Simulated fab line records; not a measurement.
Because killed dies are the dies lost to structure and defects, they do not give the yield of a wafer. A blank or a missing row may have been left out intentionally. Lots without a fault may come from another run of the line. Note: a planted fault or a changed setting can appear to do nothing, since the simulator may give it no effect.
fab line records    flow berkeley-cmos170
record: lots: 5  wafers: 23
route steps=331 shown V1@263 M2@272 V2@301 M3@319
start-h: start of the lot's first displayed wafer, in hours after the record's first day    wait-h: hours from the lot's prior step to this one    " the same as in the row above    L1.1+2: a single row standing in for several wafers    - value missing, or start not given    * or withheld: withheld    < > ~ a bound
route shown NAME@n: a module of which the file shows steps, and the number in the route of the first    usual: mean and standard deviation over wafers with no fault    same: alike in all rows    chamber/n: place in a boat    sites: per-site readings    _std_site: the standard deviation of these    _edge_site: mean of outer sites minus mean of inner sites    radius-mm: for every site, how far away it sits from the centre of the wafer    mask NAME#n: copy n    behind: the tool/chamber that last shaped the wafer    hold: why the lot went on hold/how many hours it stayed there/how the hold came to an end    device: the transistor (n, p or np) that didn't switch    end of line: the route-end tests of the same wafers    a step without rows: its recipe alone    killed: at the first sort, the dies lost to defects and structure; wafer yield is something else    map: dies across one wafer; x = killed, . = not, _ = none there
set.NAME: the setting that was run; set.NAME@STEP: the one run at that earlier step    model.NAME: the simulator's own value behind a step, which no gauge read
lots where settings were altered on purpose, with a table for each step and a row for each wafer
== steps ==
step: UCB170_V1_EXPOSE_09
recipe: mask-id: VIA1  target-cd-nm: 700  na: 0.5  sigma-outer: 0.6  source-shape: conventional  dose-mj: 37
lot.wafer       tool            chamber  start-h  wait-h  mask    set.dose-mj
L074.2+3+5      krf-scanner-02  0        182.17   0.3     VIA1#0  37
L074.4+6        "               0        "        "       VIA1#0  34.41
L077.1+3+4+5+6  krf-scanner-01  0        194.52   0.2     VIA1#0  37
L078.1+2+6      krf-scanner-01  0        195.29   0.2     VIA1#0  36.01
L078.3+4        "               0        "        "       VIA1#0  37
L082.1+3+4      krf-scanner-01  0        208.09   0.1     VIA1#0  37
L083.1+2+3+5+6  krf-scanner-02  0        217.73   0.1     VIA1#0  37
step: UCB170_V1_PEB_10
recipe: peb-temp-c: 130  peb-time-s: withheld  resist: KrF
step: UCB170_V1_DEVELOP_11
recipe: developer: TMAH  develop-time-s: 45  resist: KrF  dev-temp-c: 21
step: UCB170_V1_CD_MEAS_12
recipe: target-cd-nm: 700
usual: cd-nm: 699.4/1.5
lot.wafer  tool       chamber  start-h  wait-h  set.dose-mj@V1_EXPOSE_09  cd-nm
L074.2     cd-sem-01  -        182.87   -       37                        699.9
L074.3     "          -        "        "       37                        699.8
L074.4     "          -        "        "       34.41                     687.6
L074.5     "          -        "        "       37                        699.8
L074.6     "          -        "        "       34.41                     687.4
L077.1     cd-sem-01  -        195.12   -       37                        702.0
L077.3     "          -        "        "       37                        701.5
L077.4     "          -        "        "       37                        700.5
L077.5     "          -        "        "       37                        702.4
L077.6     "          -        "        "       37                        701.0
L078.1     cd-sem-01  -        195.99   -       36.01                     696.6
L078.2     "          -        "        "       36.01                     696.8
L078.3     "          -        "        "       37                        701.1
L078.4     "          -        "        "       37                        700.6
L078.6     "          -        "        "       36.01                     697.4
L082.1     cd-sem-01  -        208.60   -       37                        699.7
L082.3     "          -        "        "       37                        698.7
L082.4     "          -        "        "       37                        699.9
L083.1     cd-sem-01  -        218.32   -       37                        699.6
L083.2     "          -        "        "       37                        699.7
L083.3     "          -        "        "       37                        698.8
L083.5     "          -        "        "       37                        700.0
L083.6     "          -        "        "       37                        700.0
step: UCB170_V1_ETCH_14
recipe: chemistry: CHF3/CF4/Ar  target: SiO2  stop-on: Al  CHF3_flow_sccm: 45  cf4-flow-sccm: 15  Ar_flow_sccm: 150  pressure-mtorr: 200  rf-w: 700  target-depth-a: 12500  over-etch-frac: 0.25  time-s: 291
lot.wafer  tool         chamber  start-h  wait-h  set.dose-mj@V1_EXPOSE_09  model.V1.cd-nm
L074.2     rie-diel-02  3        183.00   0.0     37                        699.1
L074.3     "            0        "        "       37                        700.4
L074.4     "            1        "        "       34.41                     687.2
L074.5     "            2        "        "       37                        700.8
L074.6     "            3        "        "       34.41                     687.3
L077.1     rie-diel-01  3        195.27   0.0     37                        701.4
L077.3     "            2        "        "       37                        703.2
L077.4     "            1        "        "       37                        699.9
L077.5     "            1        "        "       37                        701.9
L077.6     "            0        "        "       37                        700.6
L078.1     rie-diel-03  1        196.15   0.0     36.01                     696.8
L078.2     "            3        "        "       36.01                     696.6
L078.3     "            2        "        "       37                        700.8
L078.4     "            0        "        "       37                        699.4
L078.6     "            1        "        "       36.01                     697.5
L082.1     rie-diel-02  2        208.75   0.0     37                        700.8
L082.3     "            0        "        "       37                        699.3
L082.4     "            3        "        "       37                        700.6
L083.1     rie-diel-03  2        218.47   0.0     37                        699.7
L083.2+5   "            1        "        "       37                        700.4
L083.3     "            0        "        "       37                        698.7
L083.6     "            0        "        "       37                        698.9
step: UCB170_V1_STRIP_15
recipe: chemistry: O2  power-w: 400  pressure-mtorr: 3500  platen-temp-c: withheld  o2-flow-sccm: 400  overash-fraction: 0.5
step: UCB170_V1_CD_MEAS_90
recipe: target-cd-nm: 700
usual: cd-nm: 699.5/1.5
lot.wafer  tool       chamber  start-h  wait-h  set.dose-mj@V1_EXPOSE_09  cd-nm
L074.2     cd-sem-01  -        183.30   0.1     37                        699.2
L074.3     "          -        "        "       37                        700.3
L074.4     "          -        "        "       34.41                     687.4
L074.5     "          -        "        "       37                        701.0
L074.6     "          -        "        "       34.41                     687.1
L077.1     cd-sem-01  -        195.63   0.1     37                        701.3
L077.3     "          -        "        "       37                        702.9
L077.4     "          -        "        "       37                        699.4
L077.5     "          -        "        "       37                        701.6
L077.6     "          -        "        "       37                        700.7
L078.1     cd-sem-02  -        196.43   0.1     36.01                     696.5
L078.2     "          -        "        "       36.01                     696.7
L078.3     "          -        "        "       37                        700.0
L078.4     "          -        "        "       37                        699.4
L078.6     "          -        "        "       36.01                     697.6
L082.1     cd-sem-02  -        209.03   0.1     37                        700.8
L082.3     "          -        "        "       37                        699.0
L082.4     "          -        "        "       37                        700.7
L083.1     cd-sem-02  -        218.75   0.1     37                        700.0
L083.2     "          -        "        "       37                        700.2
L083.3     "          -        "        "       37                        698.4
L083.5     "          -        "        "       37                        700.1
L083.6     "          -        "        "       37                        698.8
step: UCB170_M2_SPUTTER_01
recipe: material: Al  target-thk-nm: 900  time-s: 120  power-w: 6000  chamber-pressure-pa: 0.5
lot.wafer  tool            chamber  start-h  wait-h  set.chamber-pressure-pa  model.Al_of_M2_SPUTTER_01.thk-nm
L074.2     pvd-sputter-01  -        183.47   0.0     0.431                    934.6
L074.3     "               -        "        "       0.431                    937.7
L074.4     "               -        "        "       0.431                    934.3
L074.5     "               -        "        "       0.431                    930.7
L074.6     "               -        "        "       0.431                    935.8
L077.1     pvd-sputter-02  -        195.82   0.0     0.4553                   909.6
L077.3     "               -        "        "       0.4553                   916.4
L077.4     "               -        "        "       0.4553                   930.4
L077.5     "               -        "        "       0.4553                   924.8
L077.6     "               -        "        "       0.4553                   903.4
L078.1     pvd-sputter-01  -        196.61   0.0     0.5363                   881.6
L078.2     "               -        "        "       0.5363                   886.1
L078.3     "               -        "        "       0.5363                   877.7
L078.4     "               -        "        "       0.5363                   874.5
L078.6     "               -        "        "       0.5363                   877.4
L082.1     pvd-sputter-02  -        209.22   0.0     0.5                      913.8
L082.3     "               -        "        "       0.5                      902
L082.4     "               -        "        "       0.5                      898.7
L083.1     pvd-sputter-01  -        218.94   0.0     0.4609                   916.1
L083.2     "               -        "        "       0.4609                   912.1
L083.3     "               -        "        "       0.4609                   903
L083.5     "               -        "        "       0.4609                   909.7
L083.6     "               -        "        "       0.4609                   911.7
step: UCB170_V2_EXPOSE_09
recipe: mask-id: VIA2  target-cd-nm: 700  na: 0.5  sigma-outer: 0.6  source-shape: conventional  dose-mj: 37
lot.wafer   tool            chamber  start-h  wait-h  mask    set.dose-mj
L074.2+4    krf-scanner-02  0        188.84   0.1     VIA2#0  37.87
L074.3+5+6  "               0        "        "       VIA2#0  37
L077.1+4+6  krf-scanner-02  0        199.92   0.1     VIA2#0  37
L077.3+5    "               0        "        "       VIA2#0  35.71
L078.1+2    krf-scanner-02  0        201.27   0.2     VIA2#0  39.26
L078.3+4+6  "               0        "        "       VIA2#0  37
L082.1+3+4  krf-scanner-02  0        213.79   0.1     VIA2#0  37
L083.1+3+5  krf-scanner-01  0        223.78   0.2     VIA2#0  37
L083.2+6    "               0        "        "       VIA2#0  34.61
step: UCB170_V2_PEB_10
recipe: peb-temp-c: 130  peb-time-s: withheld  resist: KrF
step: UCB170_V2_DEVELOP_11
recipe: developer: TMAH  develop-time-s: 45  resist: KrF  dev-temp-c: 21
step: UCB170_V2_CD_MEAS_12
recipe: target-cd-nm: 700
usual: cd-nm: 700.1/1.1
lot.wafer  tool       chamber  start-h  wait-h  set.dose-mj@V2_EXPOSE_09  cd-nm
L074.2     cd-sem-02  -        189.39   -       37.87                     702.6
L074.3     "          -        "        "       37                        698.8
L074.4     "          -        "        "       37.87                     703.8
L074.5     "          -        "        "       37                        698.7
L074.6     "          -        "        "       37                        698.1
L077.1     cd-sem-02  -        200.92   -       37                        699.1
L077.3     "          -        "        "       35.71                     692.0
L077.4     "          -        "        "       37                        700.6
L077.5     "          -        "        "       35.71                     693.9
L077.6     "          -        "        "       37                        700.2
L078.1     cd-sem-01  -        202.22   -       39.26                     711.4
L078.2     "          -        "        "       39.26                     711.0
L078.3     "          -        "        "       37                        699.7
L078.4     "          -        "        "       37                        701.2
L078.6     "          -        "        "       37                        700.5
L082.1     cd-sem-02  -        214.18   -       37                        700.2
L082.3     "          -        "        "       37                        701.5
L082.4     "          -        "        "       37                        700.5
L083.1     cd-sem-02  -        224.17   -       37                        702.0
L083.2     "          -        "        "       34.61                     689.5
L083.3     "          -        "        "       37                        702.3
L083.5     "          -        "        "       37                        702.1
L083.6     "          -        "        "       34.61                     690.3
step: UCB170_V2_ETCH_14
recipe: chemistry: CHF3/CF4/Ar  target: SiO2  stop-on: Al  CHF3_flow_sccm: 45  cf4-flow-sccm: 15  Ar_flow_sccm: 150  pressure-mtorr: 200  rf-w: 700  target-depth-a: 12500  over-etch-frac: 0.25  time-s: 291
lot.wafer  tool         chamber  start-h  wait-h  set.time-s  set.dose-mj@V2_EXPOSE_09  model.KrF_of_V2_COAT_07.thk-nm  model.V2.cd-nm
L074.2     rie-diel-01  0        189.53   0.0     255         37.87                     639.8                           701.7
L074.3     "            2        "        "       291         37                        604.8                           699.1
L074.4     "            3        "        "       291         37.87                     611.1                           702.9
L074.5     "            1        "        "       291         37                        603.3                           698.1
L074.6     "            2        "        "       255         37                        637.6                           697.6
L077.1     rie-diel-01  1        201.08   0.0     291         37                        610.1                           698.8
L077.3     "            0        "        "       291         35.71                     615.3                           692.6
L077.4     "            3        "        "       291         37                        614                             700.1
L077.5     "            2        "        "       291         35.71                     615.7                           694.7
L077.6     "            3        "        "       291         37                        613.8                           700.1
L078.1     rie-diel-01  0        202.37   0.0     291         39.26                     605                             712
L078.2     "            1        "        "       321.1       39.26                     577.5                           711.2
L078.3     "            2        "        "       321.1       37                        581.5                           700.6
L078.4     "            3        "        "       291         37                        607.1                           700.9
L078.6     "            1        "        "       321.1       37                        578                             701.5
L082.1     rie-diel-04  0        214.34   0.0     291         37                        611.8                           699.2
L082.3     "            3        "        "       291         37                        609.6                           701.2
L082.4     "            1        "        "       291         37                        606.6                           700.3
L083.1     rie-diel-04  0        224.32   0.0     311.7       37                        593.9                           702.3
L083.2     "            1        "        "       291         34.61                     612.8                           689.2
L083.3     "            2        "        "       311.7       37                        587.9                           704
L083.5     "            1        "        "       291         37                        607.6                           702.1
L083.6     "            0        "        "       291         34.61                     612.8                           690.3
step: UCB170_V2_STRIP_15
recipe: chemistry: O2  power-w: 400  pressure-mtorr: 3500  platen-temp-c: withheld  o2-flow-sccm: 400  overash-fraction: 0.5
usual: strip-time-to-endpoint-s: 15.32/0.095
lot.wafer  tool             chamber  start-h  wait-h  set.time-s@V2_ETCH_14  strip-time-to-endpoint-s
L074.2     plasma-asher-01  0        189.71   0.1     255                    15.96
L074.3     "                0        "        "       291                    15.19
L074.4     "                1        "        "       291                    15.33
L074.5     "                0        "        "       291                    15.16
L074.6     "                1        "        "       255                    15.89
L077.1     plasma-asher-02  0        201.26   0.1     291                    15.32
L077.3     "                1        "        "       291                    15.43
L077.4     "                0        "        "       291                    15.41
L077.5     "                1        "        "       291                    15.46
L077.6     "                0        "        "       291                    15.42
L078.1     plasma-asher-02  1        202.55   0.1     291                    15.20
L078.2     "                0        "        "       321.1                  14.53
L078.3     "                0        "        "       321.1                  14.65
L078.4     "                1        "        "       291                    15.24
L078.6     "                1        "        "       321.1                  14.54
L082.1     plasma-asher-02  0        214.52   0.1     291                    15.33
L082.3     "                0        "        "       291                    15.30
L082.4     "                1        "        "       291                    15.21
L083.1     plasma-asher-04  0        224.50   0.1     311.7                  14.94
L083.2     "                1        "        "       291                    15.39
L083.3     "                0        "        "       311.7                  14.80
L083.5     "                0        "        "       291                    15.26
L083.6     "                1        "        "       291                    15.37
step: UCB170_V2_CD_MEAS_90
recipe: target-cd-nm: 700
usual: cd-nm: 700.2/1.2
lot.wafer  tool       chamber  start-h  wait-h  set.dose-mj@V2_EXPOSE_09  cd-nm
L074.2     cd-sem-01  -        189.83   0.1     37.87                     701.4
L074.3     "          -        "        "       37                        699.6
L074.4     "          -        "        "       37.87                     703.3
L074.5     "          -        "        "       37                        698.0
L074.6     "          -        "        "       37                        697.3
L077.1     cd-sem-01  -        201.36   0.1     37                        698.8
L077.3     "          -        "        "       35.71                     692.3
L077.4     "          -        "        "       37                        700.2
L077.5     "          -        "        "       35.71                     694.9
L077.6     "          -        "        "       37                        700.2
L078.1     cd-sem-01  -        202.65   0.1     39.26                     712.0
L078.2     "          -        "        "       39.26                     711.0
L078.3     "          -        "        "       37                        700.6
L078.4     "          -        "        "       37                        701.1
L078.6     "          -        "        "       37                        701.5
L082.1     cd-sem-02  -        214.62   0.1     37                        699.4
L082.3     "          -        "        "       37                        701.3
L082.4     "          -        "        "       37                        700.0
L083.1     cd-sem-02  -        224.60   0.1     37                        702.3
L083.2     "          -        "        "       34.61                     689.1
L083.3     "          -        "        "       37                        704.1
L083.5     "          -        "        "       37                        702.3
L083.6     "          -        "        "       34.61                     690.0
step: UCB170_M3_COAT_10
recipe: resist: KrF  spin-rpm: 1500  resist-thk-nm: 900
lot.wafer  tool            chamber  start-h  wait-h  set.spin-rpm  model.KrF_of_M3_COAT_10.thk-nm
L074.2     litho-track-02  0        -        -       1500          899.8
L074.3     "               0        "        "       1500          902.9
L074.4     "               0        "        "       1500          902.2
L074.5     "               0        "        "       1500          900.7
L074.6     "               0        "        "       1500          900.9
L077.1     litho-track-04  0        -        -       1500          904.4
L077.3     "               0        "        "       1500          904.7
L077.4     "               0        "        "       1500          904.2
L077.5     "               0        "        "       1455          920.5
L077.6     "               0        "        "       1455          918.1
L078.1     litho-track-04  0        -        -       1600          874.8
L078.2     "               0        "        "       1500          903.2
L078.3     "               0        "        "       1500          904.1
L078.4     "               0        "        "       1500          902.5
L078.6     "               0        "        "       1600          873.6
L082.1     litho-track-02  0        -        -       1500          900.1
L082.3     "               0        "        "       1500          899.5
L082.4     "               0        "        "       1500          899.3
L083.1     litho-track-02  0        -        -       1411          926.9
L083.2     "               0        "        "       1411          929
L083.3     "               0        "        "       1500          897.2
L083.5     "               0        "        "       1411          927.2
L083.6     "               0        "        "       1500          899.2
== key ==
split: step: UCB170_V1_EXPOSE_09  setting: dose-mj  stated: 37  by: wafer
response: step: UCB170_V1_CD_MEAS_12  reading: cd-nm  change: +1.72  per: 1%  r: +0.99
response: step: UCB170_V1_ETCH_14  reading: model.V1.cd-nm  change: +1.75  per: 1%  r: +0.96
response: step: UCB170_V1_CD_MEAS_90  reading: cd-nm  change: +1.74  per: 1%  r: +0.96
split: step: UCB170_M2_SPUTTER_01  setting: chamber-pressure-pa  stated: 0.5  by: lot
response: step: UCB170_M2_SPUTTER_01  reading: model.Al_of_M2_SPUTTER_01.thk-nm  change: -2.39  per: 1%  r: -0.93
split: step: UCB170_V2_EXPOSE_09  setting: dose-mj  stated: 37  by: wafer
response: step: UCB170_V2_CD_MEAS_12  reading: cd-nm  change: +1.86  per: 1%  r: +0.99
response: step: UCB170_V2_ETCH_14  reading: model.V2.cd-nm  change: +1.85  per: 1%  r: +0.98
response: step: UCB170_V2_CD_MEAS_90  reading: cd-nm  change: +1.87  per: 1%  r: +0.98
split: step: UCB170_V2_ETCH_14  setting: time-s  stated: 291  by: wafer
response: step: UCB170_V2_ETCH_14  reading: model.KrF_of_V2_COAT_07.thk-nm  change: -2.65  per: 1%  r: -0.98
response: step: UCB170_V2_STRIP_15  reading: strip-time-to-endpoint-s  change: *  per: 1%  r: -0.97
split: step: UCB170_M3_COAT_10  setting: spin-rpm  stated: 1500  by: wafer
response: step: UCB170_M3_COAT_10  reading: model.KrF_of_M3_COAT_10.thk-nm  change: -4.67  per: 1%  r: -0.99
